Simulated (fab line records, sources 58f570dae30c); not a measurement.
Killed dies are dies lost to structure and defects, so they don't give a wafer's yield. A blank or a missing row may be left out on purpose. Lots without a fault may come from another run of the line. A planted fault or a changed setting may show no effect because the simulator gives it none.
Which tool did it? | flow berkeley_cmos170 | 13 lots, 39 wafers sampled, at 2 steps of a route of 331

WHAT THE GAUGES READ, wafer by wafer
UCB170_NWELL_TW_MEAS_16. Usual: NWELL_TW 1246, standard deviation 13.
lot  | measured    | on            | NWELL_TW                      | flag
L139 | day 2 06:07 | film_metro-03 | 1259 1257 1251                |
L147 | day 4 03:19 | film_metro-01 | 1511 1499 1505 1505 1505 1507 | OFF
L149 | day 4 08:30 | film_metro-02 | 1475 1465 1466 1467 1471 1469 | OFF
L150 | day 4 18:40 | film_metro-03 | 1512 1509 1498 1504 1513 1512 | OFF
L152 | day 5 02:14 | film_metro-02 | 1230 1232 1227                |
L154 | day 5 07:59 | film_metro-02 | 1225 1226 1224                |
L155 | day 5 12:31 | film_metro-01 | 1254 1253 1265                |
L156 | day 5 16:29 | film_metro-01 | 1260 1258 1262                |
L157 | day 6 04:51 | film_metro-03 | 1253 1245 1249                |
L158 | day 6 10:23 | film_metro-02 | 1222 1221 1225                |
L160 | day 6 16:49 | film_metro-03 | 1245 1251 1249                |
L161 | day 6 22:59 | film_metro-03 | 1251 1247 1253                |
L162 | day 7 03:23 | film_metro-03 | 1256 1263 1260                |

WHICH TOOL RAN EACH LOT (tool, then ch and the chambers of the sampled wafers, then the start)
lot  | UCB170_NWELL_IMPLANT_14
L139 | implanter-04 ch 0, day 2 05:53
L147 | implanter-02 ch 0, day 4 03:04
L149 | implanter-02 ch 0, day 4 08:15
L150 | implanter-02 ch 0, day 4 18:25
L152 | implanter-03 ch 0, day 5 01:59
L154 | implanter-04 ch 0, day 5 07:44
L155 | implanter-04 ch 0, day 5 12:17
L156 | implanter-03 ch 0, day 5 16:14
L157 | implanter-03 ch 0, day 6 04:37
L158 | implanter-04 ch 0, day 6 10:09
L160 | implanter-04 ch 0, day 6 16:35
L161 | implanter-03 ch 0, day 6 22:46
L162 | implanter-04 ch 0, day 7 03:10
- UCB170_NWELL_IMPLANT_14

WHAT THE TOOLS THEMSELVES READ (means of the sampled wafers that have a number; where no wafer has one, the mark that the record gives instead)
UCB170_NWELL_IMPLANT_14. Usual: dose_ions_cm2 1e+13, standard deviation 1.1e+10; faraday_current_uA 31.7, standard deviation 0.62.
lot  | tool         | dose_ions_cm2 | faraday_current_uA | flag
L139 | implanter-04 | 1e+13         | 31.5               |
L147 | implanter-02 | 2e+13         | 54.8               | OFF
L149 | implanter-02 | 2e+13         | 56.7               | OFF
L150 | implanter-02 | 2e+13         | 55.7               | OFF
L152 | implanter-03 | 1e+13         | 31.4               |
L154 | implanter-04 | 1e+13         | 31.7               |
L155 | implanter-04 | 1e+13         | 31.4               |
L156 | implanter-03 | 1e+13         | 31.2               |
L157 | implanter-03 | 1e+13         | 32.2               |
L158 | implanter-04 | 1e+13         | 31.7               |
L160 | implanter-04 | 1e+13         | 32.1               |
L161 | implanter-03 | 1e+13         | 31.9               |
L162 | implanter-04 | 1e+13         | 31.3               |

THE ANSWER, worked out from the rows above alone
Rule: a lot is off if the mean of its wafers that have a number lies more than 3 standard deviations from the usual mean. A lot without any number at a reading at which 4 lots or more have one is off too. The other lots that the step has rows for count as sound. The gauges are gone through in route order, then the tools' own readings, and for those a lot's mean is taken as printed above. The first step at which some lot is off is used, and at that step the reading that is off furthest; a lot without a number counts as furthest.
Off: L147, L149, L150, at UCB170_NWELL_TW_MEAS_16 (NWELL_TW).
A tool fits if, at a process step before that reading, it ran every lot that is off, and no sound lot after the first of them. The gauges at UCB170_NWELL_TW_MEAS_16 aren't tried: what is off there is off at UCB170_NWELL_IMPLANT_14 too, on other tools, and a gauge's error can't cause that. One fits: implanter-02 at UCB170_NWELL_IMPLANT_14. It ran no sound lot before its first lot that is off in this sample, so the start can't be narrowed down.
The tool's own readings at UCB170_NWELL_IMPLANT_14 bear it out: on the lots that are off they differ by more than 5 times the standard deviation of the sound lots' means. dose_ions_cm2 reads 2e+13 there against 1e+13 on the sound lots; faraday_current_uA reads 55.7 there against 31.6 on the sound lots.

WHAT THE SIMULATOR HAD PUT IN
Process parameter drift: implanter-02, from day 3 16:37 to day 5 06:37, at UCB170_NWELL_IMPLANT_14. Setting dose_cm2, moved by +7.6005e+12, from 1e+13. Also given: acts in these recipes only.
Lots struck among those shown: L147, L149, L150. The rule above found the same.
